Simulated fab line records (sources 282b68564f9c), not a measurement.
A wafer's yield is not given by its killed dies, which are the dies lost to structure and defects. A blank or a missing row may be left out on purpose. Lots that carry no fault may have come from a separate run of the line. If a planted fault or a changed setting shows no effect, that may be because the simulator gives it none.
fab line records    flow rit_cmos
[record] lots = 7  wafers = 21  last_day = 7
route steps=202 shown NWELL@38 PWELL@39 WELLDRIVE@50 NRETRO@53 M1@202
lots that met no fault: taken from a fault-free run of the same line
start_h: hours from the record's opening day to when the first of the lot's shown wafers began    wait_h: hours since the lot's step before    " as in the row above    L1.1+2: a row that stands for several wafers    - value missing, or start not given    * or withheld: withheld    < > ~ a bound
route shown NAME@n: a module of which the file shows steps, and the number in the route of the first    usual: mean/standard deviation of fault-free wafers    same: alike in all rows    chamber/n: place in a boat    sites: readings site by site    _std_site: standard deviation of those values    _edge_site: mean of outer sites minus mean of inner sites    radius_mm: how far each site lies from the wafer's centre    mask NAME#n: copy n    behind: the most recent tool/chamber to have shaped the wafer    hold: what put the lot on hold/how long, in hours/how the hold closed    device: names the non-switching transistor (n, p or np)    end of line: the same wafers' tests at the end of the route    a step with no rows: only its recipe    killed: dies that structure and defects cost at the first sort, which is not the same as the wafer's yield    map: dies across one wafer; x = killed, . = not, _ = none there
set.NAME: the setting the step ran with; set.NAME@STEP: the setting that earlier step ran with    model.NAME: the simulator's own value behind a step, which no gauge read
lots at some steps of the route; a table a step, a row a wafer
services: a tool's chamber out of use, with start hour (start_h, from the record's first day; less than 0 if before it), hours out, and reason
[[steps]]
[step RIT_NWELL_TW_MEAS_10]
[usual] NWELL_TW = 2146/14
lot.wafer  tool           chamber  start_h  wait_h  NWELL_TW
L243.1     film_metro-03  -        52.00    0.1     2123
L243.5     "              -        "        "       2124
L243.6     "              -        "        "       2120
L244.1     film_metro-04  -        52.25    0.1     2162
L244.4     "              -        "        "       2170
L244.5     "              -        "        "       2167
L245.1     film_metro-01  -        57.09    0.1     2148
L245.2     "              -        "        "       2141
L245.6     "              -        "        "       2141
L247.2     film_metro-03  -        66.01    0.1     2143
L247.3     "              -        "        "       2122
L247.6     "              -        "        "       2131
L251.1     film_metro-03  -        86.68    0.1     2150
L251.4     "              -        "        "       2139
L251.6     "              -        "        "       2134
L260.1     film_metro-03  -        132.43   0.1     2136
L260.3     "              -        "        "       2138
L260.5     "              -        "        "       2132
L261.2     film_metro-01  -        138.18   0.1     2121
L261.3     "              -        "        "       2146
L261.5     "              -        "        "       2136
[step RIT_PWELL_HMDS_00]
[recipe] prime_time_s = 60  prime_temp_c = 140
[step RIT_PWELL_COAT_01]
[recipe] resist = NOVOLAK  spin_rpm = 2000  resist_thk_nm = 1300
[step RIT_PWELL_SOFTBAKE_02]
[recipe] resist = NOVOLAK  temp_c = 90  time_s = 60
[step RIT_PWELL_EXPOSE_03]
[recipe] mask_id = M3  na = 0.57  target_cd_nm = 43700  dose_mj = 250
[step RIT_PWELL_PEB_04]
[recipe] resist = NOVOLAK  temp_c = withheld  time_s = withheld
[step RIT_PWELL_DEVELOP_05]
[recipe] resist = NOVOLAK  develop_time_s = 68  dev_temp_c = 23
[step RIT_PWELL_OVL_MEAS_06]
[usual] PWELL_OVL = 0.6/1.7
lot.wafer  tool        chamber  start_h  wait_h  PWELL_OVL[nm]
L243.1     overlay-01  -        53.06    -       1.3
L243.5     "           -        "        "       0.9
L243.6     "           -        "        "       -0.3
L244.1     overlay-02  -        53.32    -       1.2
L244.4     "           -        "        "       0.2
L244.5     "           -        "        "       0.6
L245.1     overlay-01  -        58.16    -       0.6
L245.2     "           -        "        "       -1.2
L245.6     "           -        "        "       -0.2
L247.2     overlay-02  -        67.07    -       -0.9
L247.3     "           -        "        "       0.0
L247.6     "           -        "        "       -1.9
L251.1     overlay-01  -        87.75    -       3.8
L251.4     "           -        "        "       5.2
L251.6     "           -        "        "       3.7
L260.1     overlay-01  -        133.50   -       3.5
L260.3     "           -        "        "       1.6
L260.5     "           -        "        "       0.0
L261.2     overlay-02  -        139.24   -       1.1
L261.3     "           -        "        "       -1.2
L261.5     "           -        "        "       1.7
[step RIT_PWELL_HARDBAKE_07]
[recipe] resist = NOVOLAK  temp_c = 140  time_s = 120
[step RIT_PWELL_IMPLANT_08]
[recipe] species = B  energy_kev = 170  dose_cm2 = 7e+13  tilt_deg = 7
[step RIT_PWELL_STRIP_09]
[recipe] chemistry = O2  time_s = 180  resist = NOVOLAK  platen_temp_c = withheld  power_w = 500  pressure_mtorr = 4000  o2_flow_sccm = 4000
[usual] drypump_motor_current_A = 6.0/0.49
lot.wafer  tool             chamber  start_h  wait_h  drypump_motor_current_A  rf_hours_counter_h
L243.1     plasma_asher-04  1        53.50    0.1     5.4                      40
L243.5     "                1        "        "       5.4                      -
L243.6     "                0        "        "       6.1                      -
L244.1     plasma_asher-02  0        53.75    0.1     6.1                      26
L244.4     "                0        "        "       6.1                      -
L244.5     "                0        "        "       6.1                      -
L245.1     plasma_asher-04  1        58.59    0.1     5.4                      41
L245.2     "                0        "        "       6.1                      41
L245.6     "                0        "        "       6.1                      -
L247.2     plasma_asher-04  0        67.50    0.1     6.0                      42
L247.3     "                1        "        "       5.4                      -
L247.6     "                1        "        "       5.4                      -
L251.1     plasma_asher-02  1        88.23    0.1     6.4                      30
L251.4     "                1        "        "       6.4                      -
L251.6     "                1        "        "       6.4                      -
L260.1     plasma_asher-04  1        133.93   0.1     5.4                      2
L260.3     "                0        "        "       6.0                      -
L260.5     "                0        "        "       6.1                      -
L261.2     plasma_asher-04  0        139.67   0.1     6.1                      2
L261.3     "                1        "        "       5.4                      -
L261.5     "                1        "        "       5.5                      -
[step RIT_PWELL_TW_MEAS_10]
[usual] PWELL_TW = 954/6.3
lot.wafer  tool           chamber  start_h  wait_h  PWELL_TW
L243.1     film_metro-03  -        53.67    0.1     944
L243.5     "              -        "        "       947
L243.6     "              -        "        "       939
L244.1     film_metro-04  -        53.93    0.1     961
L244.4     "              -        "        "       961
L244.5     "              -        "        "       954
L245.1     film_metro-03  -        58.77    0.1     945
L245.2     "              -        "        "       942
L245.6     "              -        "        "       944
L247.2     film_metro-01  -        67.68    0.1     955
L247.3     "              -        "        "       954
L247.6     "              -        "        "       953
L251.1     film_metro-03  -        88.43    0.1     949
L251.4     "              -        "        "       953
L251.6     "              -        "        "       948
L260.1     film_metro-03  -        134.11   0.1     951
L260.3     "              -        "        "       944
L260.5     "              -        "        "       943
L261.2     film_metro-01  -        139.86   0.1     949
L261.3     "              -        "        "       956
L261.5     "              -        "        "       947
[step RIT_WELLDRIVE_ANNEAL_00]
[recipe] temp_c = 1100  time_s = 14700  ambient = N2
[usual] spike_tc_centre_C = 1101.9/1.2  spike_tc_load_C = 1126.7/3  spike_tc_source_C = 1127.3/1.8  tube_center_temp_C = 1100/0.1  tube_center_temp_C_max = 1102.8/0.44  zone_power_centre_pct = 57/4.6
lot.wafer  tool        chamber  start_h  wait_h  spike_tc_centre_C  spike_tc_load_C  spike_tc_source_C  tube_center_temp_C  tube_center_temp_C_max  zone_power_centre_pct
L243.1     furnace-04  0        53.73    0.1     1101.0             1123.4           1128.1             1100                1102.7                  52
L243.5     "           0        "        "       1100.3             1123.0           1127.1             1100                1102.4                  51
L243.6     "           0        "        "       1099.3             1122.8           1127.9             1099.9              1102.5                  52
L244.1     furnace-01  0        53.99    0.1     1102.9             1124.3           1122.0             1100                1102.4                  63
L244.4     "           0        "        "       1104.3             1124.5           1124.6             1099.9              1102.5                  64
L244.5     "           0        "        "       1103.2             1124.8           1126.6             1100.1              1103.2                  64
L245.1     furnace-01  0        59.07    0.3     1094.1             1115.9           1118.3             1091.9              1094.6                  64
L245.2     "           0        "        "       1094.6             1116.3           1117.9             1092                1094.6                  64
L245.6     "           0        "        "       1094.8             1115.5           1116.4             1091.9              1094.7                  64
L247.2     furnace-01  0        67.73    0.0     1096.7             1115.6           1118.6             1092                1094.8                  65
L247.3     "           0        "        "       1095.1             1117.7           1115.2             1091.9              1094.4                  64
L247.6     "           0        "        "       1092.0             1115.3           1117.7             1092                1095.7                  64
L251.1     furnace-01  0        88.95    0.5     1093.6             1114.1           1116.0             1092.1              1095.9                  64
L251.4     "           0        "        "       1093.9             1115.2           1117.0             1092.1              1094.3                  64
L251.6     "           0        "        "       1095.1             1113.3           1115.4             1092                1095.1                  64
L260.1     furnace-02  0        134.86   0.7     1102.5             1130.1           1127.6             1100.1              1102.9                  57
L260.3     "           0        "        "       1103.7             1129.1           1127.8             1100.1              1103.1                  57
L260.5     "           0        "        "       1101.9             1130.2           1129.8             1100.1              1102.6                  57
L261.2     furnace-02  0        139.94   0.1     1101.4             1131.2           1127.6             1099.9              1102.2                  57
L261.3     "           0        "        "       1102.9             1128.1           1128.7             1099.9              1102.1                  57
L261.5     "           0        "        "       1102.9             1130.5           1128.3             1100                1103.2                  57
[step RIT_WELLDRIVE_RS_MEAS_01]
[recipe] thk_meas_gauge = four-point-probe
[usual] NWELL_RS = 275.6/0.83
lot.wafer  tool           chamber  start_h  wait_h  NWELL_RS[ohm/sq]
L243.1     film_metro-04  -        58.82    0.0     274.5
L243.5     "              -        "        "       275.5
L243.6     "              -        "        "       275.1
L244.1     film_metro-01  -        59.07    0.0     276.1
L244.4     "              -        "        "       276.3
L244.5     "              -        "        "       276.3
L245.1     film_metro-03  -        64.15    0.0     284.2
L245.2     "              -        "        "       285.1
L245.6     "              -        "        "       284.8
L247.2     film_metro-03  -        72.84    0.0     283.6
L247.3     "              -        "        "       283.5
L247.6     "              -        "        "       284.3
L251.1     film_metro-01  -        94.03    0.0     286.7
L251.4     "              -        "        "       286.0
L251.6     "              -        "        "       286.3
L260.1     film_metro-03  -        139.94   0.0     275.3
L260.3     "              -        "        "       274.3
L260.5     "              -        "        "       274.9
L261.2     film_metro-01  -        145.04   0.0     275.9
L261.3     "              -        "        "       275.9
L261.5     "              -        "        "       275.7
[step RIT_WELLDRIVE_RS_MEAS_02]
[recipe] thk_meas_gauge = four-point-probe
[usual] PWELL_RS = 429.4/1.2
lot.wafer  tool           chamber  start_h  wait_h  PWELL_RS[ohm/sq]
L243.1     film_metro-04  -        58.94    0.1     431.0
L243.5     "              -        "        "       430.2
L243.6     "              -        "        "       430.6
L244.1     film_metro-01  -        59.19    0.1     429.9
L244.4     "              -        "        "       429.1
L244.5     "              -        "        "       431.1
L245.1     film_metro-03  -        64.27    0.1     440.3
L245.2     "              -        "        "       439.4
L245.6     "              -        "        "       439.1
L247.2     film_metro-03  -        72.96    0.1     436.8
L247.3     "              -        "        "       436.2
L247.6     "              -        "        "       436.1
L251.1     film_metro-01  -        94.15    0.1     440.2
L251.4     "              -        "        "       438.0
L251.6     "              -        "        "       439.6
L260.1     film_metro-03  -        140.06   0.1     428.5
L260.3     "              -        "        "       428.7
L260.5     "              -        "        "       429.7
L261.2     film_metro-01  -        145.16   0.1     432.0
L261.3     "              -        "        "       430.3
L261.5     "              -        "        "       430.2
[step RIT_NRETRO_HMDS_00]
[recipe] prime_time_s = 60  prime_temp_c = 140
[step RIT_M1_PROBE_99]
[usual] killed_at_contacts = 0.1/0.25  killed_at_front_end = 8/3.3  killed_dies = 8/3.3  killed_open = 3.9/2.1  killed_short = 3.8/2.2
[same] gross_dies = 264  killed_at_M0_to_M3 = 0  killed_at_M4_up = 0  killed_at_back_side = 0  killed_at_other = 0
lot.wafer  tool       chamber  start_h  wait_h  killed_at_contacts  killed_at_front_end  killed_dies  killed_open  killed_short  model.etest.nwell_pinched.rs_ohm_sq  model.etest.pwell_pinched.rs_ohm_sq  model.etest.pwell.rs_ohm_sq  model.etest.field_p_metal.vt_v  model.etest.field_p.vt_v  model.etest.diode_nplus_pwell.bv_v  model.etest.diode_pplus_comb.cj_ff_um2  model.etest.cap_p_gate.c_min_ff_um2
L244.1     prober-01  -        91.92    0.1     0                   13                   13           6            7             341                                  462.3                                411.8                        -29.05                          -12.72                    6.024                               2.001                                   2.343
L244.4     prober-01  -        92.07    0.2     0                   2                    2            1            1             340.2                                456.9                                409.1                        -29.86                          -12.82                    6.014                               1.987                                   2.312
L244.5     prober-01  -        92.12    0.2     0                   7                    7            6            1             338.2                                450.4                                408.3                        -29.27                          -12.75                    6.009                               1.991                                   2.322
L243.1     prober-02  -        92.54    0.1     1                   3                    4            2            2             339.3                                460.1                                416.3                        -29.84                          -12.63                    6.036                               2.012                                   2.313
L243.5     prober-02  -        92.74    0.2     0                   8                    8            4            4             338.4                                459.4                                410.9                        -29                             -12.6                     5.978                               2.015                                   2.317
L243.6     prober-02  -        92.79    0.2     0                   5                    5            2            3             337.4                                463.3                                416.8                        -29.04                          -12.64                    5.976                               2.015                                   2.329
L245.1     prober-01  -        95.94    0.1     0                   6                    6            3            3             348.6                                465.5                                426.6                        -28.68                          -12.18                    5.947                               2.109                                   2.333
L245.2     prober-01  -        95.99    0.1     0                   10                   10           3            7             341.7                                462.1                                425.9                        -28.33                          -12.15                    5.92                                2.113                                   2.331
L245.6     prober-01  -        96.19    0.2     0                   3                    3            2            1             348.7                                469.3                                422.7                        -28.33                          -12.11                    5.905                               2.114                                   2.341
L247.2     prober-01  -        103.72   0.1     0                   8                    8            4            4             364.6                                476.9                                425.3                        -26.98                          -12.12                    5.821                               2.005                                   2.361
L247.3     prober-01  -        103.77   0.2     0                   5                    5            5            0             353.5                                463.3                                425                          -28.1                           -12.19                    5.823                               2.017                                   2.356
L247.6     prober-01  -        103.92   0.2     0                   12                   12           7            5             356.7                                463                                  421.1                        -28.81                          -12.21                    5.764                               1.997                                   2.36
L251.1     prober-01  -        123.53   0.1     0                   9                    9            6            3             368.8                                483.3                                428.7                        -26.73                          -11.96                    5.868                               2.005                                   2.33
L251.4     prober-01  -        123.68   0.2     0                   4                    4            3            1             351.3                                464.6                                426.4                        -27.94                          -11.96                    5.846                               2.013                                   2.342
L251.6     prober-01  -        123.78   0.2     1                   6                    7            5            2             354                                  463.6                                425.4                        -27.59                          -11.91                    5.799                               2.005                                   2.345
L260.1     prober-02  -        173.74   0.1     0                   8                    8            3            4             335.8                                457.4                                415.4                        -29.82                          -12.36                    5.943                               1.982                                   2.289
L260.3     prober-02  -        173.84   0.2     0                   6                    6            3            3             341.8                                466.7                                415.3                        -29.08                          -12.41                    5.918                               1.983                                   2.324
L260.5     prober-02  -        173.94   0.2     0                   6                    6            3            3             336.8                                454.9                                412.8                        -29.4                           -12.43                    5.936                               1.99                                    2.318
L261.2     prober-01  -        175.29   0.1     0                   6                    6            2            4             337.6                                462.8                                417.8                        -28.93                          -12.76                    6.022                               2.007                                   2.334
L261.3     prober-01  -        175.34   0.2     1                   5                    6            5            1             334.3                                463.7                                425.5                        -28.55                          -12.81                    5.98                                2.005                                   2.323
L261.5     prober-01  -        175.44   0.2     0                   9                    9            6            3             342.3                                472.2                                422.7                        -28.27                          -12.79                    5.97                                2                                       2.326
// killed by level:class
L244.1 GATE:geometric_particle:open=5 GATE:geometric_particle:short=4 FOX1:geometric_particle:short=2 REOX:geometric_particle:open=1 SPACER:geometric_particle:short=1
L244.4 GATE:geometric_particle:open=1 SILICIDE:geometric_particle:short=1
L244.5 GATE:geometric_particle:open=2 FOX1:geometric_particle:open=1 REOX:geometric_particle:open=1 REOX:geometric_particle:short=1 SPACER:geometric_particle:open=1 SILICIDE:geometric_particle:open=1
L243.1 GATE:geometric_particle:short=2 SPACER:geometric_particle:open=1 CONTACT:geometric_particle:open=1
L243.5 GATE:geometric_particle:open=2 SILICIDE:geometric_particle:open=2 FOX2:geometric_particle:short=1 GATE:geometric_particle:short=1 REOX:geometric_particle:short=1 SPACER:geometric_particle:short=1
L243.6 GATE:geometric_particle:short=2 GATE:geometric_particle:open=1 SPACER:geometric_particle:short=1 SPACER:geometric_particle:open=1
L245.1 GATE:geometric_particle:short=3 GATE:geometric_particle:open=3
L245.2 GATE:geometric_particle:short=4 GATE:geometric_particle:open=3 FOX1:geometric_particle:short=1 REOX:geometric_particle:short=1 SPACER:geometric_particle:short=1
L245.6 FOX1:geometric_particle:open=1 REOX:geometric_particle:open=1 SPACER:geometric_particle:short=1
L247.2 SPACER:geometric_particle:open=2 SILICIDE:geometric_particle:short=2 SILICIDE:geometric_particle:open=2 GATE:geometric_particle:short=1 SPACER:geometric_particle:short=1
L247.3 GATE:geometric_particle:open=3 REOX:geometric_particle:open=1 SILICIDE:geometric_particle:open=1
L247.6 GATE:geometric_particle:short=3 FOX2:geometric_particle:open=2 SPACER:geometric_particle:open=2 FOX1:geometric_particle:short=1 GATE:geometric_particle:open=1 REOX:geometric_particle:open=1 SPACER:geometric_particle:short=1 SILICIDE:geometric_particle:open=1
L251.1 GATE:geometric_particle:open=3 FOX1:geometric_particle:short=1 FOX1:geometric_particle:open=1 REOX:geometric_particle:short=1 REOX:geometric_particle:open=1 SILICIDE:geometric_particle:short=1 SILICIDE:geometric_particle:open=1
L251.4 REOX:geometric_particle:open=2 REOX:geometric_particle:short=1 SILICIDE:geometric_particle:open=1
L251.6 SILICIDE:geometric_particle:open=2 GATE:geometric_particle:open=1 REOX:geometric_particle:open=1 SPACER:geometric_particle:open=1 SILICIDE:geometric_particle:short=1 CONTACT:geometric_particle:short=1
L260.1 GATE:geometric_particle:short=3 FOX2:geometric_particle:short=1 FOX2:geometric_particle:open=1 GATE:geometric_particle:open=1 SILICIDE:geometric_particle:open=1 PWELL:coat_microbubble_printed=1
L260.3 GATE:geometric_particle:open=2 FOX1:geometric_particle:short=1 GATE:geometric_particle:short=1 REOX:geometric_particle:short=1 SPACER:geometric_particle:open=1
L260.5 GATE:geometric_particle:short=2 FOX1:geometric_particle:open=1 GATE:geometric_particle:open=1 REOX:geometric_particle:short=1 SILICIDE:geometric_particle:open=1
L261.2 FOX1:geometric_particle:open=2 GATE:geometric_particle:short=2 REOX:geometric_particle:short=1 SILICIDE:geometric_particle:short=1
L261.3 GATE:geometric_particle:open=2 ACTIVE:geometric_particle:short=1 FOX1:geometric_particle:open=1 REOX:geometric_particle:open=1 CONTACT:geometric_particle:open=1
L261.5 SILICIDE:geometric_particle:open=4 GATE:geometric_particle:short=2 FOX2:geometric_particle:short=1 GATE:geometric_particle:open=1 REOX:geometric_particle:open=1
[[services]]
tool             chamber  start_h  hours  kind
furnace-02       -        33.84    4.1    pm
furnace-04       -        58.82    3.7    pm
furnace-01       -        82.05    3.0    pm
furnace-01       -        97.15    4.4    pm
plasma_asher-04  -        108.75   9.0    pm
plasma_asher-04  0        108.75   9.0    vent_cycle
plasma_asher-04  1        108.75   9.0    vent_cycle
plasma_asher-04  0        117.75   -      clean
plasma_asher-04  1        117.75   -      clean
[[key]]
[first_sign] step = RIT_WELLDRIVE_ANNEAL_00  reading = tube_center_temp_C  direction = down  sigmas = 73  usual = *  struck = *
[effect] step = RIT_WELLDRIVE_ANNEAL_00  reading = tube_center_temp_C_max  direction = down  sigmas = 18  usual = *  struck = *
[effect] step = RIT_WELLDRIVE_RS_MEAS_01  reading = NWELL_RS  direction = up  sigmas = 11  usual = 275.6  struck = 284.9
[effect] step = RIT_WELLDRIVE_RS_MEAS_02  reading = PWELL_RS  direction = up  sigmas = 7.4  usual = 429.4  struck = 438.4
[model_effect] step = RIT_M1_PROBE_99  value = etest.nwell_pinched.rs_ohm_sq  without = 337.1  struck = 354.2
met_at RIT_WELLDRIVE_ANNEAL_00
struck_wafers L245.1,L245.2,L245.6,L247.2,L247.3,L247.6,L251.1,L251.4,L251.6
tester_left_out L245,L247,L251
[fault] kind = process_parameter_drift  tool = furnace-01  chamber = -  onset_h = 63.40  steps = RIT_WELLDRIVE_ANNEAL_00  channel = temp_c  offset = *  shape = step  end_h = 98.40  acts_in = *  stated = *
// tester_left_out: of these lots the tester's yield and bins aren't shown, on N5 and GAA mostly nor the transistor test; their killed dies are dies lost to structure and defects alone, not to doping, threshold or leakage, so they don't give the yield
